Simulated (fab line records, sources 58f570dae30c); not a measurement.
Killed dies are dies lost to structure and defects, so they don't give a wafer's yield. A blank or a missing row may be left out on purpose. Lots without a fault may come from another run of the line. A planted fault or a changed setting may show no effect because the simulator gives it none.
fab line records | flow berkeley_cmos170
record lots=15 wafers=45 last_day=12
route steps=331 shown CONTACT@235 M1@250 V1@269 V2@304
lots that met no fault: from a run of the same line without faults
start_h: hours from the record's first day to the start of the lot's first wafer shown | wait_h: hours since the lot's step before | " the same as in the row above | L1.1+2: a row that stands for several wafers | - no value, or no start given | * or withheld: withheld | < > ~ a bound
route shown NAME@n: a module of which the file shows steps, and the number in the route of the first | usual: mean/standard deviation of fault-free wafers | same: alike in all rows | chamber/n: place in a boat | sites: the reading at each site | _std_site: their standard deviation | _edge_site: outer sites' mean less inner sites' | radius_mm: how far each site lies from the wafer's centre | mask NAME#n: copy n | behind: the tool/chamber that last shaped the wafer | hold: why the lot was held/for how many hours/how that ended | device: the transistor (n, p or np) that didn't switch | end of line: the same wafers' tests at the end of the route | a step without rows: its recipe alone | killed: dies lost to structure and defects at the first sort, not the wafer's yield | map: a wafer's dies, x killed, . not, _ none there
set.NAME: the setting as run; set.NAME@STEP: as run at that earlier step | model.NAME: the simulator's own value behind a step, which no gauge read
steps of the route over a sample of lots; a table a step, a row a wafer
services: from which hour (start_h, from the record's first day; less than 0 if before it) a tool's chamber was out of use, for how many hours, and why
## steps
# step UCB170_CONTACT_STRIP_19
# recipe chemistry=O2 power_w=400 pressure_mtorr=3500 platen_temp_c=withheld o2_flow_sccm=400 overash_fraction=0.5
# usual chamber_pressure_mTorr=3500.3/2.9 drypump_motor_current_A=5.4/0.49 oes_product_au=0.725/0.0042
# columns lot.wafer tool chamber start_h wait_h chamber_pressure_mTorr drypump_motor_current_A oes_product_au rf_hours_counter_h
L338.2 plasma_asher-03 0 164.41 - 3498.9 5.2 0.727 48
L338.3 " 0 " " 3498.1 5.2 0.717 -
L338.4 " 1 " " 3495.5 5.2 0.718 -
L339.2 plasma_asher-03 1 164.80 - 3508.6 5.2 0.721 48
L339.3 " 1 " " 3504.4 5.2 0.733 -
L339.6 " 1 " " 3500.2 5.2 0.726 -
L341.2 plasma_asher-01 0 166.45 - 3499.9 5.7 0.728 5
L341.3 " 0 " " 3501.8 5.6 0.732 -
L341.5 " 0 " " 3505.0 5.7 0.723 -
L342.2 plasma_asher-02 0 186.57 - 3498.6 5.1 0.724 48
L342.3 " 1 " " 3501.8 4.9 0.717 -
L342.6 " 1 " " 3503.8 4.9 0.729 -
L344.1 plasma_asher-03 0 193.92 - 3496.1 5.2 0.721 51
L344.5 " 0 " " 3500.2 5.2 0.725 -
L344.6 " 1 " " 3499.6 5.2 0.724 -
L346.2 plasma_asher-03 0 195.24 - 3500.3 5.2 0.728 51
L346.4 " 0 " " 3505.2 5.2 0.722 -
L346.5 " 0 " " 3504.7 5.2 0.725 -
L345.2 plasma_asher-01 0 195.49 - 3502.1 5.7 0.722 9
L345.3 " 0 " " 3501.8 5.7 0.721 -
L345.5 " 0 " " 3500.1 5.6 0.725 -
L349.2 plasma_asher-03 0 212.76 - 3500.9 5.2 0.720 53
L349.3 " 1 " " 3499.4 5.2 0.721 -
L349.4 " 0 " " 3498.1 5.2 0.732 -
L352.1 plasma_asher-01 1 230.26 - 3500.1 6.5 0.723 12
L352.3 " 0 " " 3502.6 5.7 0.719 -
L352.4 " 1 " " 3500.6 6.5 0.724 -
L354.3 plasma_asher-03 0 239.62 - 3499.9 5.2 0.725 -
L354.5 " 1 " " 3502.6 5.2 0.725 -
L354.6 " 0 " " 3504.7 5.2 0.723 -
L353.3 plasma_asher-01 0 244.31 - 3503.1 5.6 0.719 -
L353.4 " 1 " " 3505.0 6.6 0.723 -
L353.5 " 0 " " 3498.5 5.7 0.727 -
L355.2 plasma_asher-02 1 247.31 - 3497.1 4.9 0.728 55
L355.3 " 1 " " 3504.9 4.9 0.732 -
L355.6 " 0 " " 3501.1 5.1 0.724 -
L359.3 plasma_asher-03 0 252.23 - 3500.6 5.2 0.731 -
L359.5 " 1 " " 3502.7 5.2 0.721 -
L359.6 " 0 " " 3503.4 5.2 0.726 -
L358.4 plasma_asher-03 0 252.50 - 3494.8 5.2 0.725 -
L358.5 " 1 " " 3496.0 5.2 0.731 -
L358.6 " 0 " " 3505.1 5.2 0.727 -
L357.1 plasma_asher-03 1 252.83 - 3501.3 5.2 0.723 58
L357.2 " 0 " " 3503.5 5.2 0.722 58
L357.6 " 0 " " 3499.1 5.2 0.733 -
# step UCB170_M1_METAL_ETCH_12
# recipe chemistry=Cl2/BCl3 target=Al stop_on=PSG pressure_mtorr=12 target_depth_a=7800 over_etch_frac=0.3 time_s=130 icp_w=600 bias_w=120 Cl2_flow_sccm=90 bcl3_flow_sccm=45
# usual bcl3_flow_sccm=44.99/0.13 chamber_pressure_mTorr=12.001/0.01 drypump_motor_current_A=5.6/0.39 he_backside_leak_sccm=3.28/0.29 oes_product_au=0.862/0.0093 throttle_valve_pct=24.18/0.22
# same time_s=130
# columns lot.wafer tool chamber start_h wait_h bcl3_flow_sccm chamber_pressure_mTorr drypump_motor_current_A he_backside_leak_sccm oes_product_au rf_hours_counter_h throttle_valve_pct
L338.2 rie_metal-02 1 166.21 - 45.12 11.994 5.3 3.09 0.857 10 23.95
L338.3 " 1 " " 44.93 11.993 5.2 3.05 0.862 - 23.96
L338.4 " 0 " " 45.06 12.009 5.5 3.22 0.871 - 24.27
L339.2 rie_metal-03 0 166.69 - 45.06 11.986 5.4 3.63 0.850 2 23.93
L339.3 " 1 " " 45.26 12.002 6.2 3.14 0.866 - 24.56
L339.6 " 1 " " 45.22 12.014 6.2 3.09 0.864 - 24.56
L341.2 rie_metal-02 0 168.43 - 45.03 11.998 5.5 3.32 0.869 9 24.28
L341.3 " 0 " " 44.90 12.003 5.5 3.43 0.862 - 24.27
L341.5 " 0 " " 45.02 12.023 5.5 3.54 0.865 - 24.28
L342.2 rie_metal-01 1 188.48 - 44.82 12.004 5.9 3.22 0.862 2 24.26
L342.3 " 0 " " 45.07 12.006 5.1 3.24 0.860 - 24.10
L342.6 " 1 " " 44.74 11.990 5.9 3.27 0.866 - 24.28
L344.1 rie_metal-02 0 195.59 - 45.03 11.994 5.4 3.20 0.868 9 24.27
L344.5 " 0 " " 44.87 11.994 5.4 3.30 0.869 - 24.27
L344.6 " 1 " " 45.12 12.020 5.3 3.04 0.848 - 23.97
L346.2 rie_metal-01 0 197.35 - 44.89 11.995 5.1 3.11 0.859 5 24.12
L346.4 " 1 " " 44.94 12.009 5.9 3.06 0.865 - 24.28
L346.5 " 1 " " 44.88 11.992 5.9 3.34 0.872 - 24.29
L345.2 rie_metal-02 1 197.51 - 44.94 12.005 5.3 3.02 0.850 11 23.96
L345.3 " 0 " " 45.02 12.010 5.4 3.55 0.877 - 24.28
L345.5 " 0 " " 45.16 11.998 5.4 3.62 0.867 - 24.27
L349.2 rie_metal-03 0 216.43 - 44.72 12.013 5.4 3.61 0.853 3 23.93
L349.3 " 1 " " 45.15 12.004 6.3 3.14 0.871 - 24.53
L349.4 " 0 " " 44.97 12.008 5.4 3.53 0.850 - 23.94
L352.1 rie_metal-03 0 233.21 - 44.98 12.003 5.4 3.59 0.841 3 23.94
L352.3 " 1 " " 44.81 12.002 6.2 3.13 0.852 - 24.54
L352.4 " 0 " " 44.77 12.010 5.4 3.46 0.855 - 23.94
L354.3 rie_metal-01 0 242.68 - 44.86 12.004 5.1 3.17 0.860 - 24.10
L354.5 " 0 " " 45.02 11.996 5.1 3.35 0.855 - 24.10
L354.6 " 1 " " 45.04 11.995 5.9 3.26 0.866 - 24.29
L353.3 rie_metal-03 1 246.27 - 44.85 12.000 6.3 3.14 0.856 - 24.54
L353.4 " 0 " " 44.87 12.006 5.4 3.57 0.852 - 23.93
L353.5 " 1 " " 44.86 11.995 6.2 3.15 0.871 - 24.55
L355.2 rie_metal-01 0 249.68 - 45.03 11.996 5.1 3.15 0.866 6 24.11
L355.3 " 0 " " 45.17 12.002 5.1 3.17 0.865 - 24.12
L355.6 " 0 " " 45.19 12.018 5.1 3.34 0.859 - 24.10
L359.3 rie_metal-02 1 256.05 - 45.12 11.987 5.3 3.22 0.866 - 23.95
L359.5 " 1 " " 45.05 11.998 5.2 3.16 0.858 - 23.96
L359.6 " 0 " " 45.08 11.994 5.5 3.30 0.878 - 24.26
L358.4 rie_metal-03 0 256.18 - 44.77 11.992 5.4 3.64 0.862 - 23.93
L358.5 " 1 " " 45.01 12.009 6.3 3.10 0.881 - 24.53
L358.6 " 0 " " 45.00 12.011 5.4 3.61 0.867 - 23.92
L357.1 rie_metal-02 1 256.26 - 45.03 12.009 5.3 2.91 0.847 13 23.96
L357.2 " 0 " " 44.97 11.994 5.5 3.47 0.874 12 24.28
L357.6 " 1 " " 45.11 12.003 5.3 3.02 0.847 - 23.96
# step UCB170_V1_STRIP_15
# recipe chemistry=O2 power_w=400 pressure_mtorr=3500 platen_temp_c=withheld o2_flow_sccm=400 overash_fraction=0.5
# usual chamber_pressure_mTorr=3500/3.3 drypump_motor_current_A=5.7/0.64 oes_product_au=0.721/0.0043 strip_time_to_endpoint_s=15.28/0.076
# columns lot.wafer tool chamber start_h wait_h chamber_pressure_mTorr drypump_motor_current_A oes_product_au rf_hours_counter_h strip_time_to_endpoint_s
L338.2 plasma_asher-04 0 173.88 0.1 3498 6.2 0.717 33 15.26
L338.3 " 0 " " 3501 6.3 0.719 - 15.39
L338.4 " 1 " " 3502 6.3 0.714 - 15.39
L339.2 plasma_asher-02 0 174.14 0.1 3497 5.1 0.722 46 15.17
L339.3 " 1 " " 3505 4.9 0.719 - 15.26
L339.6 " 0 " " 3502 5.1 0.726 - 15.19
L341.2 plasma_asher-01 0 175.34 0.1 3500 5.6 0.715 6 15.30
L341.3 " 0 " " 3503 5.6 0.722 - 15.36
L341.5 " 1 " " 3500 6.5 0.721 - 15.23
L342.2 plasma_asher-01 0 197.41 0.1 3500 5.6 0.716 9 15.28
L342.3 " 0 " " 3504 5.7 0.721 - 15.45
L342.6 " 0 " " 3499 5.7 0.723 - 15.29
L344.1 plasma_asher-02 0 205.40 0.1 3502 5.1 0.723 50 15.27
L344.5 " 0 " " 3501 5.1 0.721 - 15.19
L344.6 " 1 " " 3498 4.9 0.725 - 15.31
L345.2 plasma_asher-04 0 206.40 0.1 - - - - -
L345.3 " 1 " " - - - - -
L345.5 " 0 " " - - - - -
L346.2 plasma_asher-02 1 206.52 0.1 - - - - -
L346.4 " 0 " " - - - - -
L346.5 " 0 " " - - - - -
L349.2 plasma_asher-01 1 225.12 0.1 - - - - -
L349.3 " 0 " " - - - - -
L349.4 " 1 " " - - - - -
L352.1 plasma_asher-04 1 239.58 0.1 3495 6.4 0.722 40 15.29
L352.3 " 1 " " 3496 6.4 0.722 - 15.27
L352.4 " 0 " " 3504 6.2 0.724 - 15.30
L354.3 plasma_asher-01 1 251.26 0.1 3501 6.6 0.723 - 15.40
L354.5 " 1 " " 3506 6.5 0.716 - 15.33
L354.6 " 0 " " 3498 5.7 0.723 - 15.40
L353.3 plasma_asher-02 1 251.54 0.1 3504 4.9 0.713 - 15.17
L353.4 " 0 " " 3502 5.1 0.712 - 15.34
L353.5 " 1 " " 3497 4.9 0.717 - 15.20
L355.2 plasma_asher-01 0 257.16 0.2 3496 5.7 0.722 16 15.22
L355.3 " 0 " " 3505 5.7 0.723 - 15.32
L355.6 " 1 " " 3498 6.5 0.725 - 15.30
L358.4 plasma_asher-02 1 263.91 0.1 3505 4.9 0.715 - 15.23
L358.5 " 0 " " 3503 5.1 0.716 - 15.27
L358.6 " 1 " " 3497 4.9 0.721 - 15.24
L359.3 plasma_asher-01 0 264.19 0.1 3501 5.6 0.718 - 15.33
L359.5 " 1 " " 3497 6.5 0.731 - 15.34
L359.6 " 0 " " 3493 5.6 0.727 - 15.30
L357.1 plasma_asher-02 1 264.31 0.1 3496 4.9 0.726 57 15.16
L357.2 " 0 " " 3500 5.1 0.724 57 15.37
L357.6 " 0 " " 3498 5.2 0.725 - 15.20
# step UCB170_V2_CD_MEAS_12
# recipe target_cd_nm=700
# usual cd_nm=699.9/1.5
# columns lot.wafer tool chamber start_h wait_h cd_nm
L338.2 cd_sem-02 - 180.11 - 700.7
L338.3 " - " " 700.1
L338.4 " - " " 700.9
L339.2 cd_sem-02 - 181.15 - 697.7
L339.3 " - " " 697.3
L339.6 " - " " 696.3
L341.2 cd_sem-02 - 182.02 - 700.0
L341.3 " - " " 701.7
L341.5 " - " " 702.4
L342.2 cd_sem-01 - 202.01 - 698.7
L342.3 " - " " 700.2
L342.6 " - " " 699.6
L344.1 cd_sem-02 - 212.08 - 697.1
L344.5 " - " " 696.8
L344.6 " - " " 695.8
L352.1 cd_sem-02 - 245.22 - 698.4
L352.3 " - " " 698.3
L352.4 " - " " 698.8
L354.3 cd_sem-02 - 257.52 - 701.8
L354.5 " - " " 700.8
L354.6 " - " " 702.2
L353.3 cd_sem-01 - 258.92 - 699.6
L353.4 " - " " 699.4
L353.5 " - " " 700.7
L355.2 cd_sem-01 - 262.47 - 698.8
L355.3 " - " " 698.4
L355.6 " - " " 699.2
L359.3 cd_sem-01 - 273.92 - 701.6
L359.5 " - " " 700.2
L359.6 " - " " 699.5
L358.4 cd_sem-01 - 274.11 - 697.8
L358.5 " - " " 699.2
L358.6 " - " " 699.0
L357.1 cd_sem-02 - 274.15 - 701.8
L357.2 " - " " 700.4
L357.6 " - " " 699.6
## services
# columns tool chamber start_h hours kind
rie_metal-01 - 150.18 0.8 repair
plasma_asher-04 - 153.10 4.3 pm
plasma_asher-01 - 257.30 2.8 pm
## key
first_sign step=UCB170_V1_STRIP_15 reading=tool_record direction=missing
effect none on later readings
met_at UCB170_V1_STRIP_15
struck_lots L345,L346,L349
later_rows_left_out L345.2,L345.3,L345.5,L346.2,L346.4,L346.5,L349.2,L349.3,L349.4
sort_left_out L345.2,L345.3,L345.5,L346.2,L346.4,L346.5,L349.2,L349.3,L349.4
not_acting_at UCB170_CONTACT_STRIP_19,UCB170_M1_METAL_ETCH_12,UCB170_V2_CD_MEAS_12
onset_between 205.40 206.40
fault kind=skipped_step_whole tool=plasma_asher-01,plasma_asher-02,plasma_asher-04 chamber=- onset_h=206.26 steps=UCB170_V1_STRIP_15 scope=struck_lots_only
# sort_left_out: the simulated sort isn't trusted on such a fault, so these wafers' sort isn't shown, and their yield isn't known
# later_rows_left_out: the simulator's readings of these wafers behind a module that went badly wrong aren't trusted and aren't shown, but for the sort
